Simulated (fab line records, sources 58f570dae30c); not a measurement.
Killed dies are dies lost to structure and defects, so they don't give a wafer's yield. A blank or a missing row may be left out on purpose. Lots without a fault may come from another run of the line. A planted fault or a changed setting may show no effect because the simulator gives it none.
Which tool did it? | flow berkeley_cmos170 | 15 lots, 45 wafers sampled, at 3 steps of a route of 331

WHAT THE GAUGES READ, wafer by wafer
UCB170_NLDD_TW_MEAS_11. Usual: NLDD_TW 2205, standard deviation 24.
lot  | measured     | on            | NLDD_TW        | flag
L590 | day 6 14:06  | film_metro-02 | 2185 2185 2184 |
L591 | day 6 20:08  | film_metro-01 | 2188 2175 2169 |
L593 | day 7 13:14  | film_metro-03 | 2215 2214 2228 |
L594 | day 7 13:19  | film_metro-02 | 2179 2176 2179 |
L599 | day 8 10:22  | film_metro-03 | 2345 2335 2321 | OFF
L598 | day 8 11:02  | film_metro-03 | 2213 2216 2210 |
L603 | day 9 00:04  | film_metro-01 | 2299 2287 2295 | OFF
L601 | day 9 00:22  | film_metro-03 | 2361 2356 2358 | OFF
L607 | day 9 15:47  | film_metro-01 | 2180 2182 2181 |
L604 | day 9 16:27  | film_metro-02 | 2190 2181 2175 |
L605 | day 9 16:47  | film_metro-02 | 2180 2185 2171 |
L606 | day 9 17:06  | film_metro-03 | 2243 2225 2226 |
L608 | day 10 05:00 | film_metro-03 | 2219 2223 2231 |
L610 | day 10 17:53 | film_metro-03 | 2228 2228 2237 |
L612 | day 10 18:50 | film_metro-03 | 2239 2239 2227 |

UCB170_SDANNEAL_RS_MEAS_05: measures by four-point-probe. Usual: NLDD_RS 616.2 ohm/sq, standard deviation 1.5.
lot  | measured     | on            | NLDD_RS (ohm/sq)  | flag
L590 | day 6 22:02  | film_metro-03 | 614.6 614.5 615.7 |
L591 | day 7 11:23  | film_metro-01 | 614.1 616.5 614.3 |
L593 | day 8 04:45  | film_metro-03 | 615.5 617.4 616.3 |
L594 | day 8 05:01  | film_metro-01 | 615.8 617.1 616.1 |
L599 | day 8 20:59  | film_metro-01 | 539.5 539.0 540.2 | OFF
L598 | day 8 21:23  | film_metro-02 | 615.4 613.9 614.2 |
L603 | day 9 11:14  | film_metro-02 | 539.7 542.3 540.2 | OFF
L601 | day 9 11:35  | film_metro-01 | 541.0 539.3 540.3 | OFF
L607 | day 10 02:58 | film_metro-02 | 617.8 619.0 617.7 |
L604 | day 10 03:44 | film_metro-02 | 616.3 617.2 616.4 |
L605 | day 10 03:20 | film_metro-01 | 618.3 615.7 617.9 |
L606 | day 10 03:51 | film_metro-01 | 618.2 617.7 618.6 |
L608 | day 10 16:49 | film_metro-03 | 615.7 617.1 616.8 |
L610 | day 11 02:11 | film_metro-01 | 614.8 613.0 614.4 |
L612 | day 11 10:55 | film_metro-02 | 615.4 614.5 616.6 |

WHICH TOOL RAN EACH LOT (tool, then ch and the chambers of the sampled wafers, then the start)
lot  | UCB170_NLDD_IMPLANT_08
L590 | implanter-01 ch 0, day 6 13:43
L591 | implanter-04 ch 0, day 6 19:45
L593 | implanter-04 ch 0, day 7 12:50
L594 | implanter-03 ch 0, day 7 12:58
L599 | implanter-04 ch 0, day 8 09:58
L598 | implanter-01 ch 0, day 8 10:40
L603 | implanter-04 ch 0, day 8 23:42
L601 | implanter-04 ch 0, day 8 23:58
L607 | implanter-03 ch 0, day 9 15:23
L604 | implanter-03 ch 0, day 9 16:05
L605 | implanter-03 ch 0, day 9 16:23
L606 | implanter-03 ch 0, day 9 16:44
L608 | implanter-01 ch 0, day 10 04:38
L610 | implanter-01 ch 0, day 10 17:31
L612 | implanter-01 ch 0, day 10 18:26
- UCB170_NLDD_IMPLANT_08

WHAT THE TOOLS THEMSELVES READ (means of the sampled wafers that have a number; where no wafer has one, the mark that the record gives instead)
UCB170_NLDD_IMPLANT_08. Usual: beam_on_s 10.01 s, standard deviation 0.21; faraday_current_uA 159, standard deviation 3.3; rotation_deg -0.004 degrees, standard deviation 0.02.
lot  | tool         | beam_on_s (s) | faraday_current_uA | rotation_deg (degrees) | flag
L590 | implanter-01 | 9.94          | 159                | 0.008                  |
L591 | implanter-04 | 10.06         | 157                | -0.004                 |
L593 | implanter-04 | 10.07         | 158                | 0.005                  |
L594 | implanter-03 | 10.08         | 158                | -0.008                 |
L599 | implanter-04 | 14.01         | 113                | -0.023                 | OFF
L598 | implanter-01 | 10.08         | 157                | -0.003                 |
L603 | implanter-04 | 14.25         | 111                | -0.020                 | OFF
L601 | implanter-04 | 13.89         | 114                | 0.000                  | OFF
L607 | implanter-03 | 9.96          | 159                | -0.010                 |
L604 | implanter-03 | 9.84          | 161                | 0.003                  |
L605 | implanter-03 | 10.07         | 158                | -0.023                 |
L606 | implanter-03 | 10.31         | 154                | 0.003                  |
L608 | implanter-01 | 10.20         | 155                | -0.007                 |
L610 | implanter-01 | 9.98          | 159                | -0.019                 |
L612 | implanter-01 | 10.07         | 157                | 0.012                  |

THE ANSWER, worked out from the rows above alone
Rule: a lot is off if the mean of its wafers that have a number lies more than 3 standard deviations from the usual mean. A lot without any number at a reading at which 4 lots or more have one is off too. The other lots that the step has rows for count as sound. The gauges are gone through in route order, then the tools' own readings, and for those a lot's mean is taken as printed above. The first step at which some lot is off is used, and at that step the reading that is off furthest; a lot without a number counts as furthest.
Off: L599, L603, L601, at UCB170_NLDD_TW_MEAS_11 (NLDD_TW).
A tool fits if, at a process step before that reading, it ran every lot that is off, and no sound lot after the first of them. The gauges at UCB170_NLDD_TW_MEAS_11 aren't tried: what is off there is off at UCB170_NLDD_IMPLANT_08 too, on other tools, and a gauge's error can't cause that. One fits: implanter-04 at UCB170_NLDD_IMPLANT_08. Its last sound lot is L593 (day 7 12:50), its first lot that is off L599 (day 8 09:58): a fault that began between those two fits.
The tool's own readings at UCB170_NLDD_IMPLANT_08 bear it out: on the lots that are off they differ by more than 5 times the standard deviation of the sound lots' means. beam_on_s reads 14.05 s there against 10.05 s on the sound lots; faraday_current_uA reads 113 there against 158 on the sound lots.

WHAT THE SIMULATOR HAD PUT IN
Process parameter drift: implanter-04, from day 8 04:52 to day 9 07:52, at UCB170_NLDD_IMPLANT_08. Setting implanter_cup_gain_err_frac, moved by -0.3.
Lots struck among those shown: L599, L603, L601. The rule above found the same.
